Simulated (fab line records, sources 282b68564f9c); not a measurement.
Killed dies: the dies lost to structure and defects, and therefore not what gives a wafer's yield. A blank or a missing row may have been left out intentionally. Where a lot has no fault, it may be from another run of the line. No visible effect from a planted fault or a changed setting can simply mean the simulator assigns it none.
The tool behind it: which one? | flow ritCmos | 13 lots, 39 wafers sampled, at 2 steps of a route of 202

## WHAT THE GAUGES SHOWED, per wafer
The record lacks any reading of a measuring or inspecting step that a usual standard deviation could be used to judge.

## WHAT TOOL EACH LOT RAN ON (gives the tool, then ch and the chambers of the sampled wafers, and finally the start)
lot  | RIT_ACTIVE_STRIP_14                | RIT_M1_PROBE_99
L731 | plasmaAsher-03 ch 0,1, day 1 16:25 | -
L734 | plasmaAsher-01 ch 0,1, day 2 08:31 | -
L736 | plasmaAsher-01 ch 1, day 2 19:18   | prober-02, day 4 20:11
L737 | plasmaAsher-03 ch 1, day 2 20:58   | -
L738 | plasmaAsher-01 ch 0,1, day 3 02:11 | prober-01, day 4 23:20
L739 | plasmaAsher-01 ch 0,1, day 3 07:31 | prober-02, day 5 04:06
L740 | plasmaAsher-02 ch 0,1, day 3 12:06 | -
L741 | plasmaAsher-02 ch 0,1, day 3 16:59 | prober-02, day 5 12:46
L742 | plasmaAsher-02 ch 0,1, day 3 21:59 | prober-01, day 5 18:07
L743 | plasmaAsher-02 ch 0,1, day 4 03:05 | -
L744 | plasmaAsher-02 ch 0,1, day 4 09:40 | -
L749 | plasmaAsher-02 ch 0,1, day 5 09:24 | prober-02, day 7 12:20
L753 | plasmaAsher-02 ch 0,1, day 6 05:33 | -
- RIT_ACTIVE_STRIP_14: strips in O2, time 180 s.
- RIT_M1_PROBE_99

## AS READ BY THE TOOLS THEMSELVES (means over the sampled wafers that have a number; for cases with no such wafer, the mark the record gives instead)
RIT_ACTIVE_STRIP_14. Usual: chamberPressureMTorr 4001 mTorr, standard deviation 3.9; drypumpMotorCurrentA 5.57 A, standard deviation 0.28.
lot  | tool           | chamberPressureMTorr (mTorr) | drypumpMotorCurrentA (A) | flag
L731 | plasmaAsher-03 | 3997                         | 5.99                     | 
L734 | plasmaAsher-01 | 4002                         | 5.34                     | 
L736 | plasmaAsher-01 | 4001                         | 4.97                     | 
L737 | plasmaAsher-03 | 4002                         | 5.91                     | 
L738 | plasmaAsher-01 | 4000                         | 5.35                     | 
L739 | plasmaAsher-01 | 4004                         | 5.17                     | 
L740 | plasmaAsher-02 | 3999                         | 5.55                     | 
L741 | plasmaAsher-02 | 4003                         | 5.59                     | 
L742 | plasmaAsher-02 | 4000                         | 5.58                     | 
L743 | plasmaAsher-02 | 4005                         | 5.55                     | 
L744 | plasmaAsher-02 | 4000                         | 5.58                     | 
L749 | plasmaAsher-02 | 4001                         | 5.53                     | 
L753 | plasmaAsher-02 | 3465                         | 5.54                     | OFF

RIT_M1_PROBE_99. Usual: killedAtContacts 0.0, standard deviation 0.2; killedAtFrontEnd 7, standard deviation 3; killedDies 7, standard deviation 3; killedOpen 3.4, standard deviation 1.8; killedShort 3.8, standard deviation 2.1.
lot  | tool      | killedAtContacts | killedAtFrontEnd | killedDies | killedOpen | killedShort | flag
L736 | prober-02 | 0.0              | 5                | 5          | 3.0        | 1.7         | 
L738 | prober-01 | 0.0              | 5                | 5          | 1.0        | 3.7         | 
L739 | prober-02 | 0.0              | 3                | 3          | 1.3        | 1.3         | 
L741 | prober-02 | 0.0              | 8                | 8          | 3.0        | 4.7         | 
L742 | prober-01 | 0.0              | 8                | 8          | 3.7        | 4.0         | 
L749 | prober-02 | 0.0              | 10               | 10         | 5.7        | 4.0         | 

## THE ANSWER, worked out from the rows above alone
Rule: lot off if the mean of its wafers having a number is beyond 3 standard deviations from the usual mean. Also off: a lot with no number at a reading for which 4 or more lots have one. All remaining lots with rows at the step are treated as sound. First the gauges in route order, then the tools' own readings, where a lot's mean is used as printed above. At the first step where some lot is off, the reading lying furthest off is the one used; lots without a number count as furthest.
Off at RIT_ACTIVE_STRIP_14 (chamberPressureMTorr): L753.
A tool fits if, at that step or a process step before it, it ran every lot that is off, and no sound lot after the first of them. One fits: RIT_ACTIVE_STRIP_14 on plasmaAsher-02. Its last sound lot is L749 (day 5 09:24), its first lot that is off L753 (day 6 05:33): a fault that began between those two fits.
On the lots that are off, the tool's own readings at RIT_ACTIVE_STRIP_14 differ by more than 5 times the standard deviation of the sound lots' means, which bears it out; chamberPressureMTorr reads 3465 mTorr there versus 4001 mTorr on the sound lots.

## WHAT THE SIMULATOR PUT IN
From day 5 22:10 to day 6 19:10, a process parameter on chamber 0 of plasmaAsher-02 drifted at RIT_ACTIVE_STRIP_14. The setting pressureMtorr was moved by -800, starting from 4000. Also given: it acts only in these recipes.
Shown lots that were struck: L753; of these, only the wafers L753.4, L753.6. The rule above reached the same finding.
